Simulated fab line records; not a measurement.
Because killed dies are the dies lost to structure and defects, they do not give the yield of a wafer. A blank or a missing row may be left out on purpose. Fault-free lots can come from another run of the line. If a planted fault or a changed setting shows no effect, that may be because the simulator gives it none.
Split-lot experiment    flow berkeley_cmos170    23 wafers read from 5 lots, route of 331 steps

## ON THE SPLIT
At UCB170_PWELL_CVD_05 (deposits Si3N4 from SiH2Cl2/NH3, target thk 220 nm, time 3300 s), the setting pressure_mtorr was moved away from the recipe's 200 mTorr on 20 of the 23 wafers read, by -7.2% to +9.5%. All remaining wafers had this setting at the recipe value.

The file shows no step between the split and the reading.

## THE READING
PWELL_NITRIDE_THK, in nm, at UCB170_PWELL_THK_MEAS_06. Fault-free wafers of this fab line usually give 220.3 nm, standard deviation 2 nm.

wafer   tool, chamber at the split  pressure_mtorr as run, mTorr  against the recipe  PWELL_NITRIDE_THK, nm  against lot-mates on the recipe
L076.2  -, -                        209.2                         +4.6%               222.6                  no lot-mate on the recipe
L076.3  -, -                        209.2                         +4.6%               223.3                  no lot-mate on the recipe
L076.4  -, -                        209.2                         +4.6%               223.8                  no lot-mate on the recipe
L076.5  -, -                        209.2                         +4.6%               224.0                  no lot-mate on the recipe
L076.6  -, -                        209.2                         +4.6%               222.2                  no lot-mate on the recipe
L077.1  -, -                        218.9                         +9.5%               229.1                  no lot-mate on the recipe
L077.2  -, -                        218.9                         +9.5%               229.2                  no lot-mate on the recipe
L077.3  -, -                        218.9                         +9.5%               230.6                  no lot-mate on the recipe
L077.4  -, -                        218.9                         +9.5%               230.0                  no lot-mate on the recipe
L077.6  -, -                        218.9                         +9.5%               229.1                  no lot-mate on the recipe
L079.1  -, -                        185.6                         -7.2%               216.5                  no lot-mate on the recipe
L079.3  -, -                        185.6                         -7.2%               213.4                  no lot-mate on the recipe
L079.4  -, -                        185.6                         -7.2%               214.4                  no lot-mate on the recipe
L079.5  -, -                        185.6                         -7.2%               215.3                  no lot-mate on the recipe
L079.6  -, -                        185.6                         -7.2%               216.3                  no lot-mate on the recipe
L080.3  lpcvd-01, 1                 200                           recipe              222.4                  -
L080.4  lpcvd-01, 1                 200                           recipe              220.0                  -
L080.5  lpcvd-01, 1                 200                           recipe              221.6                  -
L085.1  -, -                        209.3                         +4.6%               223.7                  no lot-mate on the recipe
L085.2  -, -                        209.3                         +4.6%               222.1                  no lot-mate on the recipe
L085.4  -, -                        209.3                         +4.6%               221.4                  no lot-mate on the recipe
L085.5  -, -                        209.3                         +4.6%               223.0                  no lot-mate on the recipe
L085.6  -, -                        209.3                         +4.6%               224.0                  no lot-mate on the recipe

THE FIT
A straight line over all 23 wafers: PWELL_NITRIDE_THK changes by +0.801 nm for each +1% of pressure_mtorr; r = +0.95; the points scatter about the line by 1.5 nm.
Too few moved wafers have a lot-mate on the recipe to fit a line with each lot's own level taken away.

## THE WHOLE CHAIN: every reading that the file lists as answering this split, in the file's order
step                      what it does                                                                reading                                                                        change (the file's fit)                r (the file's)
UCB170_PWELL_CVD_05       deposits Si3N4 from SiH2Cl2/NH3, target thk 220 nm, time 3300 s             Si3N4_of_PWELL_CVD_05.thk_nm (the simulator's own value, which no gauge read)  +0.795 nm for each +1% of the setting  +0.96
UCB170_PWELL_THK_MEAS_06                                                                              PWELL_NITRIDE_THK                                                              +0.8 for each +1% of the setting       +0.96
UCB170_PWELL_ETCH_14      etches Si3N4 in CH3F/Ar/O2, stops on SiO2, target depth 242 nm, time 151 s  etch.depth_nm (the simulator's own value, which no gauge read)                 +0.795 nm for each +1% of the setting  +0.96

## THE FILE'S OWN FIT
PWELL_NITRIDE_THK changes by +0.8 nm for each +1% of pressure_mtorr, r = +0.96.
